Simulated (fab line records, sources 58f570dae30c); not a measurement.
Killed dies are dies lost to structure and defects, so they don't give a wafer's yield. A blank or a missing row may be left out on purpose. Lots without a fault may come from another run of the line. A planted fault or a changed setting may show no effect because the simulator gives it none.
Problem report in the 8D (eight disciplines) form, filled by code | flow berkeley_cmos170 | the parts of the form that need people (team, actions taken, sign-off) are left out

1. THE PROBLEM
NLDD_TW at UCB170_NLDD_TW_MEAS_11 reads a mean of 2296 on 6 wafers of 2 lots; wafers without a fault read 2191 with a standard deviation of 15. That is +7.0 standard deviations from the usual mean.
First seen on wafer L349.2, day 10 11:48, on film_metro-02. The record holds 42 wafers of 14 lots with a number at this step. Rule for "out", or "out of limits": more than 4 standard deviations from the usual mean. The other wafers with a number count as sound.

2. WHAT IT IS AND WHAT IT IS NOT
question                    | is                           | is not
which readings at this step | NLDD_TW                      | -
which lots                  | L349, L351                   | L334, L336, L338, L339, L340, L341, L342, L343, L346, L347, L354, L356
which wafers of those lots  | all that have a number       | -
read on which gauges        | film_metro-01, film_metro-02 | film_metro-03
when                        | from day 10 11:48            | up to then (27 sound wafers); but 9 sound wafers of L347, L354, L356 came after

3. SUSPECTS, AND WHAT RULES EACH OUT
Counting: a tool at a process step up to the reading stays a suspect if it ran every lot that is out and no sound lot after the first of them.
- the gauge at UCB170_NLDD_TW_MEAS_11: ruled out. The wafers that are out were read on 2 gauges (film_metro-01, film_metro-02).
- implanter-01 at UCB170_NLDD_IMPLANT_09: kept. It ran every lot that is out, first L349 (day 10 11:34), and no sound lot after that; its last sound lot up to then is L346 (day 10 11:14). Its own readings are out on those wafers: beam_energy_keV.
Left after counting: implanter-01 at UCB170_NLDD_IMPLANT_09.

4. THE CAUSE (what the simulator had put in)
Process parameter drift: implanter-01, from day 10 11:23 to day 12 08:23, at UCB170_NLDD_IMPLANT_09. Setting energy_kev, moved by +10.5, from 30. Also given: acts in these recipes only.
Counting left only this tool.

5. THE CHAIN OF EFFECTS, in route order
Each row: a reading whose mean over the struck wafers that have a number lies more than 3 standard deviations from the usual. Only readings for which the record gives a usual standard deviation are gone through. hours: the time from each lot's start at the first step in this table that gives one to its start at this step, as a median over the lots. sigmas: the change in usual standard deviations.
hours | step                       | reading         | usual        | on struck wafers | change  | sigmas
0     | UCB170_NLDD_IMPLANT_09     | beam_energy_keV | 30.000       | 40.500           | +10.500 | +99 or more
0     | UCB170_NLDD_TW_MEAS_11     | NLDD_TW         | 2191         | 2296             | +104    | +7.0
14    | UCB170_SDANNEAL_RS_MEAS_05 | NLDD_RS         | 619.0 ohm/sq | 579.7            | -39.3   | -26
The process steps in it:
- UCB170_NLDD_IMPLANT_09

6. WHAT WOULD HAVE CAUGHT IT SOONER
In this record the first reading out of limits at a measuring or inspecting step was taken at day 10 11:48, 0 hours after the fault began at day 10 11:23.
The tool's own readings at UCB170_NLDD_IMPLANT_09 were out on every struck wafer that the step has a row for (beam_energy_keV): an alarm limit on them would have fired on the first of those.
Of the lots that are out (2), L351 began UCB170_NLDD_IMPLANT_09 on implanter-01 after day 10 11:48. A hold on the tool at that time would have spared it.
